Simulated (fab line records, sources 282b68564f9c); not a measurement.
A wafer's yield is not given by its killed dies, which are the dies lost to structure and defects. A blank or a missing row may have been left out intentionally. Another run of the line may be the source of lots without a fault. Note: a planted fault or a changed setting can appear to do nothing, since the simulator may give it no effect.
A struck lot beside a sound one / flow ritCmos / 15 out of 202 route steps
Sound: the wafers L703.1, L703.3, L703.6. Wafers L719.2, L719.4, L719.6 were the ones struck. The cause comes at the end.
At each step with rows: each side's tool, then ch and its chambers, then its first start. Under that, the readings that differ: sound wafers / struck wafers / difference of the means / sigmas: that difference in standard deviations of wafers without a fault.
alike: readings with means less than 2 such deviations apart, plus words and numbers identical on both sides. not compared: withheld readings, readings lacking a value on some wafer, bounds such as >300 that could conceal the same value, and numbers that have no deviation in the record and whose values overlap.
The two part at a step that has a row with sigmas, a row that says differs or no value, or rows on one side only. Numbers that have no deviation but don't overlap get no sigmas and don't part them. A reading that every wafer of one side lacks parts them only if that side has two wafers or more.

RIT_GATE_THK_MEAS_07:
  sound on filmMetro-01 at day 3 04:18; struck on filmMetro-04 at day 6 09:47
  alike: GATE_OXIDE_THK
then, 1 step without rows for these wafers: RIT_GATE_CVD_08 (deposits poly-Si from SiH4, target thk 250 nm, time 2220 s).
RIT_GATE_THK_MEAS_09:
  sound on filmMetro-04 at day 3 05:58; struck on filmMetro-01 at day 6 12:16
  alike: GATE_POLY_THK
then, 6 steps without rows for these wafers: RIT_GATE_HMDS_10 (prime time 60 s); RIT_GATE_COAT_11 (resist thk 850 nm); RIT_GATE_SOFTBAKE_12 (time 60 s); RIT_GATE_EXPOSE_13 (exposes mask M6, target cd 150 nm); RIT_GATE_PEB_14; RIT_GATE_DEVELOP_15 (develop time 50 s).
RIT_GATE_CD_MEAS_16 targets a cd of 150 nm.
  sound on cdSem-02 at day 3 07:03; struck on cdSem-02 at day 6 13:11
  alike: cdNm
RIT_GATE_OVL_MEAS_17:
  sound on overlay-01 at day 3 07:10; struck on overlay-02 at day 6 13:18
  alike: GATE_OVL
then, 1 step without rows for these wafers: RIT_GATE_HARDBAKE_18 (time 60 s).
RIT_GATE_ETCH_19: etches poly-Si in SF6/CHF3/O2, stops on SiO2, time 165 s, target depth 312.5 nm.
  sound on rieSi-01 ch 1,2,3, day 3 07:22; struck on rieSi-01 ch 1,3, day 6 13:29
reading=oesProductAu (a.u.); sound=0.839 0.888 0.853; struck=0.753 0.740 0.756; difference=-0.110; sigmas=-10
reading=overEtchFrac; sound=0.25 0.25 0.25; struck=0.5384 0.5384 0.5384; difference=+0.2884; sigmas=
reading=model.NOVOLAK_of_GATE_COAT_11.thkNm (nm); sound=670.5 669.8 672.5; struck=651.8 649.2 648.8; difference=-21.0; sigmas=
  alike: SF6_flow_sccm, drypumpMotorCurrentA, heBacksideLeakSccm, rfFwdPowerW, throttleValvePct
  not compared: rfHoursCounterH
RIT_GATE_STRIP_20: strips in O2, time 180 s.
  sound on plasmaAsher-03 ch 0,1, day 3 07:28; struck on plasmaAsher-01 ch 0,1, day 6 13:35
  alike: drypumpMotorCurrentA
  not compared: rfHoursCounterH
RIT_M1_PROBE_99:
  sound on prober-01 at day 4 04:29; struck on prober-01 at day 7 10:23
reading=model.etest.pmosTurned.rOnOhmUm; sound=3439 3509 3563; struck=3309 3284 3274; difference=-215; sigmas=
reading=model.etest.pmos_0p15.rOnOhmUm; sound=2743 2826 2828; struck=2667 2620 2654; difference=-152; sigmas=
reading=model.etest.pmos_0p15.driveUaUm; sound=254.8 246.3 245.5; struck=265.1 275.4 270.2; difference=+21.4; sigmas=
reading=model.etest.pmosTurned.driveUaUm; sound=187.6 180.3 179.8; struck=200.1 200.4 201.2; difference=+18.0; sigmas=
reading=model.etest.pwellPinched.rsOhmSq; sound=449.5 445.6 441.6; struck=468.1 457.1 460.3; difference=+16.3; sigmas=
reading=model.etest.nwellPinched.rsOhmSq; sound=334.5 330.8 335.8; struck=342.7 347.8 345.1; difference=+11.5; sigmas=
reading=model.etest.pmos_0p15.swingMvDec; sound=84.61 83.73 83.9; struck=85.52 86.42 85.94; difference=+1.88; sigmas=
reading=model.etest.retroEdgePmos.offLog10AUm; sound=-10.34 -10.37 -10.47; struck=-10.07 -9.687 -9.798; difference=+0.54; sigmas=
  alike: killed_at_M0_to_M3, killedAtFrontEnd, killedDies, killedOnRim, killedOpen, killedShort

== WHERE THEY PART ==
Only at RIT_GATE_ETCH_19, as far as this record shows. Later steps at which nothing parts them and some readings are alike: RIT_GATE_STRIP_20, RIT_M1_PROBE_99.

WHY: what the simulator had put in
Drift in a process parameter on rieSi-01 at RIT_GATE_ETCH_19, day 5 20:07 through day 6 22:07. Setting overEtchFrac shifted by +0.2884 from 0.25.
